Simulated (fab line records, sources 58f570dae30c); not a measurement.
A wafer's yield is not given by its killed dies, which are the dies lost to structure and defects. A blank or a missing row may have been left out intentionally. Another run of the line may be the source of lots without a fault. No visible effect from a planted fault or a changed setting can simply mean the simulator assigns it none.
Struck lot and sound lot, side by side || flow berkeley_cmos170 || 14 out of 331 route steps
Sound: these wafers, L267.3, L267.4, L267.5. The struck wafers were L274.1, L274.4, L274.5. The cause is given at the end.
Order at every step that has rows: each side's tool, ch and its chambers, its first start. Under that, the readings that differ: sound wafers || struck wafers || difference of the means || sigmas: that difference in standard deviations of wafers without a fault.
alike: words and numbers the same on both sides, and readings whose means are apart by under 2 such deviations; not compared: readings that were withheld, readings missing a value for some wafer, numbers with overlapping values and no deviation given by the record, and bounds like >300 which may hide the same value.
The two part at a step that has a row with sigmas, a row that says differs or no value, or rows on one side only. Non-overlapping numbers with no deviation appear without sigmas and do not part them. A reading that every wafer of one side lacks parts them only if that side has two wafers or more.

UCB170_M2_STRIP_07: strips in O2.
  sound on plasma_asher-03 ch 0,1, day 7 18:56; struck on plasma_asher-03 ch 0,1, day 9 14:07
  alike: chamber_pressure_mTorr, drypump_motor_current_A, oes_product_au, strip_time_to_endpoint_s
  not compared: rf_hours_counter_h
then, 5 steps without rows for these wafers: UCB170_M2_STRIP_08 (strips KrF in DMSO, time 600 s); UCB170_M2_COAT_09; UCB170_M2_COAT_10 (resist thk 900 nm); UCB170_M2_SOFTBAKE_11 (time 60 s); UCB170_M2_EXPOSE_12 (exposes mask METAL2, target cd 700 nm).
UCB170_M2_PEB_13:
  sound on litho_track-02 ch 0, day 7 22:07; struck on litho_track-04 ch 0, day 9 15:26
  alike: plate_sensor_t_centre_C, plate_sensor_t_edge_C
then, 1 step without rows for these wafers: UCB170_M2_DEVELOP_14 (develop time 45 s).
UCB170_M2_CD_MEAS_15 targets a cd of 700 nm.
  sound: cd_sem-02 at day 7 22:23; struck: cd_sem-01 at day 9 15:43
  alike: cd_nm
UCB170_M2_OVL_MEAS_16:
  sound: overlay-01 at day 7 22:28; struck: overlay-02 at day 9 15:50
  alike: M2_OVL
UCB170_M2_ETCH_17: etches BARC in N2/H2.
  sound on rie_diel-03 ch 1,2,3, day 7 22:30; struck on rie_diel-03 ch 1,2,3, day 9 15:52
  alike: drypump_motor_current_A, oes_product_au, throttle_valve_pct
UCB170_M2_METAL_ETCH_18: etches Al in Cl2/BCl3, stops on SiO2, target depth 1170 nm, time 195 s.
  sound on rie_metal-03 ch 0,1, day 7 22:36; struck on rie_metal-03 ch 1, day 9 15:55
  alike: bcl3_flow_sccm, drypump_motor_current_A, oes_product_au, throttle_valve_pct
  not compared: rf_hours_counter_h
UCB170_M2_STRIP_19: strips in O2.
  sound on plasma_asher-02 ch 0,1, day 7 22:46; struck on plasma_asher-01 ch 0,1, day 9 16:17
  no value came back on the struck wafers for chamber_pressure_mTorr (mTorr), drypump_motor_current_A (A), oes_product_au (a.u.); on the sound wafers chamber_pressure_mTorr (mTorr) reads 3496 3499 3501
{"reading": "model.KrF_of_M2_COAT_10.thk_nm (nm)", "sound": "0 0 0", "struck": "212.2 216.2 211.6", "difference": "+213.3", "sigmas": ""}
  not compared: rf_hours_counter_h
UCB170_M2_CD_MEAS_90 targets a cd of 700 nm.
  sound: cd_sem-02 at day 7 23:04; struck: cd_sem-01 at day 9 16:26
  alike: cd_nm

## WHERE THEY PART
Only at UCB170_M2_STRIP_19, as far as this record shows. Later steps at which nothing parts them and some readings are alike: UCB170_M2_CD_MEAS_90.

WHY: the cause the simulator had injected
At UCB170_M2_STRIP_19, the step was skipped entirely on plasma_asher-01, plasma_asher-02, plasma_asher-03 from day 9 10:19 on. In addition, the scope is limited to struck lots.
